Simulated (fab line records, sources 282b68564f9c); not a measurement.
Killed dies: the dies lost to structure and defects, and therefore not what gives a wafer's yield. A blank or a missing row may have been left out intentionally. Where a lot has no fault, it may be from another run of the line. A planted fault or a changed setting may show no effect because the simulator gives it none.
The tool behind it: which one? + flow ritCmos + Sampling: 14 lots, 42 wafers, 6 of 202 route steps

WHAT THE GAUGES READ, wafer by wafer
RIT_NWELL_TW_MEAS_10.
| lot  | measured    | on           | NWELL_TW       |
|------|-------------|--------------|----------------|
| L828 | day 1 21:22 | filmMetro-04 | 2148 2151 2155 |
| L829 | day 2 04:01 | filmMetro-02 | 2166 2161 2168 |
| L830 | day 2 07:46 | filmMetro-03 | 2170 2159 2159 |
| L831 | day 2 14:28 | filmMetro-02 | 2181 2168 2174 |
| L832 | day 2 17:06 | filmMetro-02 | 2157 2155 2162 |
| L833 | day 2 22:50 | filmMetro-04 | 2161 2148 2152 |
| L834 | day 3 04:11 | filmMetro-02 | 2159 2166 2155 |
| L835 | day 3 08:32 | filmMetro-03 | 2697 2700 2694 |
| L836 | day 3 12:59 | filmMetro-03 | 2185 2177 2173 |
| L838 | day 3 22:58 | filmMetro-03 | 2161 2182 2178 |
| L846 | day 5 15:31 | filmMetro-02 | 2691 2687 2680 |
| L848 | day 6 01:56 | filmMetro-03 | 2170 2171 2178 |
| L850 | day 6 10:59 | filmMetro-04 | 2156 2161 2169 |
| L851 | day 6 17:26 | filmMetro-02 | 2161 2152 2162 |

RIT_WELLDRIVE_RS_MEAS_01: the measuring method here is four-point-probe.
| lot  | measured    | on           | NWELL_RS (ohm/sq) |
|------|-------------|--------------|-------------------|
| L828 | day 2 04:49 | filmMetro-02 | 275.2 276.0 275.0 |
| L829 | day 2 10:44 | filmMetro-03 | 275.3 275.7 276.3 |
| L830 | day 2 14:52 | filmMetro-02 | 274.5 273.4 274.6 |
| L831 | day 2 22:52 | filmMetro-03 | 275.5 275.2 274.3 |
| L832 | day 2 23:47 | filmMetro-04 | 276.7 276.2 276.7 |
| L833 | day 3 05:45 | filmMetro-02 | 275.4 275.4 274.7 |
| L834 | day 3 10:54 | filmMetro-03 | 275.7 276.4 275.6 |
| L835 | day 3 15:29 | filmMetro-03 | 183.2 183.7 183.5 |
| L836 | day 3 19:50 | filmMetro-03 | 274.7 275.4 275.8 |
| L838 | day 4 05:41 | filmMetro-02 | 276.6 276.1 276.0 |
| L846 | day 5 22:13 | filmMetro-03 | 182.2 182.2 182.6 |
| L848 | day 6 08:46 | filmMetro-03 | 275.4 275.2 274.8 |
| L850 | day 6 17:50 | filmMetro-03 | 275.1 274.0 274.1 |
| L851 | day 7 00:09 | filmMetro-02 | 275.8 275.4 274.8 |

RIT_REOX_THK_MEAS_04.
| lot  | measured    | on           | REOX_OXIDE_THK (nm) |
|------|-------------|--------------|---------------------|
| L828 | day 2 17:47 | filmMetro-04 | 25.3 24.9 25.4      |
| L829 | day 2 22:50 | filmMetro-02 | 25.2 25.1 25.1      |
| L830 | day 3 03:20 | filmMetro-04 | 25.2 24.7 25.3      |
| L831 | day 3 11:50 | filmMetro-03 | 24.9 25.1 24.8      |
| L832 | day 3 13:26 | filmMetro-02 | 25.3 25.2 25.3      |
| L833 | day 3 18:48 | filmMetro-02 | 25.7 26.0 25.3      |
| L834 | day 3 23:09 | filmMetro-02 | 25.9 25.5 25.4      |
| L835 | day 4 02:50 | filmMetro-04 | 24.8 25.7 24.9      |
| L836 | day 4 08:40 | filmMetro-04 | 25.4 25.5 25.4      |
| L838 | day 4 18:28 | filmMetro-02 | 24.4 24.0 24.2      |
| L846 | day 6 11:17 | filmMetro-03 | 25.4 25.5 25.5      |
| L848 | day 6 20:40 | filmMetro-04 | 25.2 24.9 25.2      |
| L850 | day 7 05:31 | filmMetro-02 | 25.2 25.2 25.1      |
| L851 | day 7 12:59 | filmMetro-02 | 25.3 25.7 25.9      |

RIT_NLDD_OVL_MEAS_06.
| lot  | measured    | on         | NLDD_OVL (nm)  |
|------|-------------|------------|----------------|
| L828 | day 2 18:43 | overlay-01 | 2.4 0.0 1.3    |
| L829 | day 2 23:52 | overlay-02 | -0.5 -0.4 -1.1 |
| L830 | day 3 04:15 | overlay-01 | -2.2 0.4 -1.1  |
| L831 | day 3 12:45 | overlay-02 | -3.1 -3.0 -3.8 |
| L832 | day 3 14:31 | overlay-01 | -0.9 -0.1 0.5  |
| L833 | day 3 19:47 | overlay-02 | 1.0 0.7 -0.4   |
| L834 | day 4 00:03 | overlay-01 | 2.0 3.3 2.7    |
| L835 | day 4 03:52 | overlay-01 | -2.1 -1.3 -2.9 |
| L836 | day 4 09:42 | overlay-01 | -1.3 -0.7 -0.9 |
| L838 | day 4 19:22 | overlay-02 | -1.2 -1.7 -0.2 |
| L846 | day 6 12:20 | overlay-02 | -0.9 0.7 -0.4  |
| L848 | day 6 21:35 | overlay-01 | 0.1 0.2 0.4    |
| L850 | day 7 06:33 | overlay-01 | 0.0 -0.7 0.5   |
| L851 | day 7 14:04 | overlay-02 | -1.2 -0.2 -0.4 |

TOOL THAT RAN EACH LOT (tool first, then ch and the chambers of the sampled wafers, then the start)
| lot  | RIT_ACTIVE_STRIP_14                | RIT_NWELL_IMPLANT_08           |
|------|------------------------------------|--------------------------------|
| L828 | plasmaAsher-03 ch 0,1, day 1 15:01 | implanter-02 ch 0, day 1 21:02 |
| L829 | plasmaAsher-04 ch 0,1, day 1 20:29 | implanter-01 ch 0, day 2 03:41 |
| L830 | plasmaAsher-01 ch 0,1, day 2 00:58 | implanter-01 ch 0, day 2 07:28 |
| L831 | plasmaAsher-03 ch 0,1, day 2 06:02 | implanter-01 ch 0, day 2 14:08 |
| L832 | plasmaAsher-01 ch 0,1, day 2 10:58 | implanter-02 ch 0, day 2 16:46 |
| L833 | plasmaAsher-04 ch 0,1, day 2 16:17 | implanter-02 ch 0, day 2 22:32 |
| L834 | plasmaAsher-04 ch 0,1, day 2 20:50 | implanter-01 ch 0, day 3 03:53 |
| L835 | plasmaAsher-04 ch 0,1, day 3 02:02 | implanter-02 ch 0, day 3 07:56 |
| L836 | plasmaAsher-01 ch 1, day 3 06:50   | implanter-03 ch 0, day 3 12:40 |
| L838 | plasmaAsher-01 ch 0,1, day 3 16:58 | implanter-01 ch 0, day 3 22:40 |
| L846 | plasmaAsher-03 ch 0,1, day 5 08:50 | implanter-01 ch 0, day 5 14:52 |
| L848 | plasmaAsher-01 ch 0,1, day 5 18:50 | implanter-02 ch 0, day 6 01:37 |
| L850 | plasmaAsher-03 ch 0,1, day 6 04:50 | implanter-03 ch 0, day 6 10:39 |
| L851 | plasmaAsher-01 ch 0, day 6 09:50   | implanter-01 ch 0, day 6 17:08 |
- RIT_ACTIVE_STRIP_14: strips in O2, time 180 s.
- RIT_NWELL_IMPLANT_08

AS READ BY THE TOOLS THEMSELVES (means over the sampled wafers that have a number; for cases with no such wafer, the mark the record gives instead)
RIT_ACTIVE_STRIP_14.
| lot  | tool           | chamberPressureMTorr (mTorr) | drypumpMotorCurrentA (A) | rfReflPowerW (W) |
|------|----------------|------------------------------|--------------------------|------------------|
| L828 | plasmaAsher-03 | 4000                         | 5.1                      | 7.2              |
| L829 | plasmaAsher-04 | 4001                         | 5.8                      | 7.8              |
| L830 | plasmaAsher-01 | 3997                         | 5.7                      | 5.9              |
| L831 | plasmaAsher-03 | 3999                         | 5.5                      | 5.9              |
| L832 | plasmaAsher-01 | 3999                         | 5.9                      | 5.7              |
| L833 | plasmaAsher-04 | 4001                         | 5.8                      | 7.9              |
| L834 | plasmaAsher-04 | 3998                         | 5.8                      | 7.8              |
| L835 | plasmaAsher-04 | 3997                         | 5.8                      | 7.4              |
| L836 | plasmaAsher-01 | 4003                         | 6.1                      | 5.6              |
| L838 | plasmaAsher-01 | 3997                         | 5.7                      | 6.0              |
| L846 | plasmaAsher-03 | 4001                         | 5.1                      | 7.4              |
| L848 | plasmaAsher-01 | 3999                         | 5.6                      | 5.9              |
| L850 | plasmaAsher-03 | 4002                         | 5.5                      | 6.3              |
| L851 | plasmaAsher-01 | 3999                         | 5.4                      | 6.1              |

RIT_NWELL_IMPLANT_08.
| lot  | tool         | faradayCurrentUA |
|------|--------------|------------------|
| L828 | implanter-02 | 156              |
| L829 | implanter-01 | 157              |
| L830 | implanter-01 | 161              |
| L831 | implanter-01 | 159              |
| L832 | implanter-02 | 161              |
| L833 | implanter-02 | 160              |
| L834 | implanter-01 | 157              |
| L835 | implanter-02 | 158              |
| L836 | implanter-03 | 157              |
| L838 | implanter-01 | 163              |
| L846 | implanter-01 | 158              |
| L848 | implanter-02 | 159              |
| L850 | implanter-03 | 159              |
| L851 | implanter-01 | 157              |

THE ANSWER, worked out from the rows above alone
Rule: what is usual is taken from the lots themselves. Put in order of their means at a reading, lots are off if they are a third of the lots or fewer, leave a main group of 4 or more, and stand apart from it by a gap of 3 or more times the standard deviation of the main group's means; of several such gaps the widest counts. A main group is skipped when, at the precision printed for the reading in the tables above, its means are all equal. A lot without any number at a reading at which 4 lots or more have one is off too. All remaining lots with rows at the step are treated as sound. Order of review: gauges by route order, followed by the tools' own readings, for which a lot's mean as printed above is used. At the first step where some lot is off, the reading lying furthest off is the one used; lots without a number count as furthest.
Off: L835, L846, seen at RIT_NWELL_TW_MEAS_10 (NWELL_TW). Main group: mean 2164, sd 8.4.
If a tool, at a process step before that reading, ran all the lots that are off and no sound lot after the first of them, it fits. The gauges at RIT_NWELL_TW_MEAS_10 are tried like those tools. No candidate that was tried fits.

WHAT WAS PUT IN BY THE SIMULATOR
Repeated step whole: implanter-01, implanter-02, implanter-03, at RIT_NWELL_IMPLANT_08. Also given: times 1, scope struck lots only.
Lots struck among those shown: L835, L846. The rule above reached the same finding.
